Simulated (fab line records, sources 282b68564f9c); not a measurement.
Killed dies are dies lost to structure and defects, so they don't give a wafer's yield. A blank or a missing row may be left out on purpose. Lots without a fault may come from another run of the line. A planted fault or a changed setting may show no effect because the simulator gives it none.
Problem report in the 8D (eight disciplines) form, filled by code | flow rit_cmos | the parts of the form that need people (team, actions taken, sign-off) are left out

1. THE PROBLEM
killed_at_contacts at RIT_M1_PROBE_99 reads a mean of 39.5 on 2 wafers of 1 lot; wafers without a fault read 0.1 with a standard deviation of 0.27. That is +99 or more standard deviations from the usual mean.
First seen on wafer L242.1, day 8 00:44, on prober-01. The record holds 21 wafers of 7 lots with a number at this step. Rule for "out", or "out of limits": more than 4 standard deviations from the usual mean. The other wafers with a number count as sound.

2. WHAT IT IS AND WHAT IT IS NOT
question                    | is                              | is not
which readings at this step | killed_at_contacts, killed_dies | killed_at_M0_to_M3, killed_at_front_end, killed_open, killed_short
which lots                  | L242                            | L225, L229, L230, L231, L232, L243
which wafers of those lots  | L242.1, L242.6                  | L242.5
read on which tools         | prober-01                       | prober-02
when                        | from day 8 00:44                | up to then (15 sound wafers); but 4 sound wafers of L242, L243 came after

3. SUSPECTS, AND WHAT RULES EACH OUT
Counting: a tool at a process step up to the reading stays a suspect if it ran every lot that is out. Sound lots after the first of them don't rule it out here, since some wafers of a struck lot are sound.
- plasma_asher-04 at RIT_CONTACT_STRIP_12 (strips in O2, time 180 s): kept. It ran the lot that is out, L242 (day 7 20:04); its last sound lot up to then is L231 (day 5 11:17).
- prober-01 at RIT_M1_PROBE_99: kept. It ran the lot that is out, L242 (day 8 00:44); its last sound lot up to then is L232 (day 5 20:05). Its own readings are out on those wafers: killed_at_contacts, killed_dies.
- Within plasma_asher-04 at RIT_CONTACT_STRIP_12: the wafers that are out ran in chamber 1; their sound lot-mates ran in chamber 0.
Left after counting: plasma_asher-04 at RIT_CONTACT_STRIP_12, prober-01 at RIT_M1_PROBE_99.

4. THE CAUSE (what the simulator had put in)
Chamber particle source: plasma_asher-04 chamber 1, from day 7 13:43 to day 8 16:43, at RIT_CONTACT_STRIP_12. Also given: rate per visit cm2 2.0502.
Counting left 2 suspects, and this tool is among them.

5. THE CHAIN OF EFFECTS, in route order
Each row: a reading whose mean over the struck wafers that have a number lies more than 3 standard deviations from the usual. Only readings for which the record gives a usual standard deviation are gone through. hours: the time from each lot's start at the first step in this table that gives one to its start at this step, as a median over the lots. sigmas: the change in usual standard deviations.
hours | step            | reading            | usual | on struck wafers | change | sigmas
0     | RIT_M1_PROBE_99 | killed_at_contacts | 0.1   | 39.5             | +39.4  | +99 or more
0     | RIT_M1_PROBE_99 | killed_dies        | 7.3   | 46.0             | +38.7  | +13
0     | RIT_M1_PROBE_99 | killed_on_rim      | 1.9   | 7.0              | +5.1   | +4.2
The process steps in it:
- RIT_M1_PROBE_99

6. WHAT WOULD HAVE CAUGHT IT SOONER
In this record the first reading out of limits was taken at day 8 00:44, 11 hours after the fault began at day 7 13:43.
Of the tool readings at RIT_CONTACT_STRIP_12 for which the record gives a usual standard deviation, none was out on any struck wafer, so an alarm limit of 4 standard deviations on them would not have fired.
All the lots that are out (1) had begun RIT_CONTACT_STRIP_12 on plasma_asher-04 by day 8 00:44. A hold on the tool at that time would have spared none of them.
